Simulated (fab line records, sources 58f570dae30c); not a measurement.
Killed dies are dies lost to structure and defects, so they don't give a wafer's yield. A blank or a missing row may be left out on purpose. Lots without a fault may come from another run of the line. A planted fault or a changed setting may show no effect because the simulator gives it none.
One fault seen from 2 desks | flow berkeley_cmos170 | each desk has only its own numbers; what lay behind them comes last

THE TOOL OWNER'S DESK: implanter-02
The tool's own readings at UCB170_PWELL_IMPLANT_15: means of the sampled wafers that have a number, for each lot that ran on this tool. A lot is out of limits, marked OUT, if its mean lies more than 4 standard deviations from the usual mean; the brackets give that distance.
Columns: A = dose_ions_cm2 at UCB170_PWELL_IMPLANT_15, usual 5.001e+12; B = end_station_pressure_torr at UCB170_PWELL_IMPLANT_15, usual 4.99e-06 Torr; C = faraday_current_uA at UCB170_PWELL_IMPLANT_15, usual 15.8
lot  | first seen here | A                           | B        | C
L861 | day 3 08:23     | 5.003e+12                   | 5.10e-06 | 15.7
L869 | day 5 14:54     | 4.994e+12                   | 4.85e-06 | 15.7
L872 | day 5 17:41     | 5.000e+12                   | 5.15e-06 | 15.7
L873 | day 5 21:32     | 7.783e+12 (+99 or more) OUT | 4.96e-06 | 24.8 (+25) OUT
L875 | day 6 15:13     | 7.784e+12 (+99 or more) OUT | 5.20e-06 | 24.2 (+23) OUT
This desk's finding: out of limits on L873, L875; first on L873, day 5 21:32 (dose_ions_cm2 at UCB170_PWELL_IMPLANT_15). In limits: L861, L869, L872.

THE METROLOGY DESK
What the gauges read, lot by lot, whatever tool the lot ran on: means of the sampled wafers that have a number. A lot is out of limits, marked OUT, if its mean lies more than 4 standard deviations from the usual mean; the brackets give that distance.
Columns: A = PWELL_TW at UCB170_PWELL_TW_MEAS_17, usual 375; B = cd_nm at UCB170_ACTIVE_CD_MEAS_13, usual 1200.7 nm; C = PSD_OVL at UCB170_PSD_OVL_MEAS_07, usual -2 nm
lot  | first seen here | A             | B      | C
L859 | day 3 05:17     | 371           | 1201.2 | -1
L860 | day 3 08:16     | 380           | 1203.6 | -3
L861 | day 3 08:38     | 380           | 1202.0 | -3
L863 | day 4 01:13     | 374           | 1198.6 | -6
L866 | day 4 07:49     | 372           | 1199.5 | -6
L867 | day 4 18:18     | 374           | 1200.4 | -2
L871 | day 5 14:53     | 373           | 1199.2 | -1
L869 | day 5 15:09     | 377           | 1202.0 | -1
L872 | day 5 17:55     | 372           | 1201.4 | -2
L873 | day 5 21:46     | 434 (+19) OUT | 1199.6 | -4
L875 | day 6 15:28     | 424 (+16) OUT | 1202.4 | -1
L876 | day 6 15:45     | 376           | 1197.6 | -1
L878 | day 7 03:28     | 379           | 1202.4 | -4
L880 | day 7 09:16     | 377           | 1200.7 | -0
This desk's finding: out of limits on L873, L875; first on L873, day 5 21:46 (PWELL_TW at UCB170_PWELL_TW_MEAS_17). In limits: L859, L860, L861, L863, L866, L867, L871, L869, L872, L876, L878, L880.

PUT TOGETHER
The tool owner's desk could have raised an alarm at day 5 21:32, on L873, L875.
The metrology desk could have raised an alarm at day 5 21:46, on L873, L875.
Of the lots named, all ran UCB170_PWELL_IMPLANT_15 on implanter-02.

WHAT THE SIMULATOR HAD PUT IN
Process parameter drift: implanter-02, from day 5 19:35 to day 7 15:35, at UCB170_PWELL_IMPLANT_15. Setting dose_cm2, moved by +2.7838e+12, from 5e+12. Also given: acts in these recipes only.
Lots struck among those shown: L873, L875.
Hours from the fault's start to each desk's first reading out of limits: the tool owner's desk, 2; the metrology desk, 2.
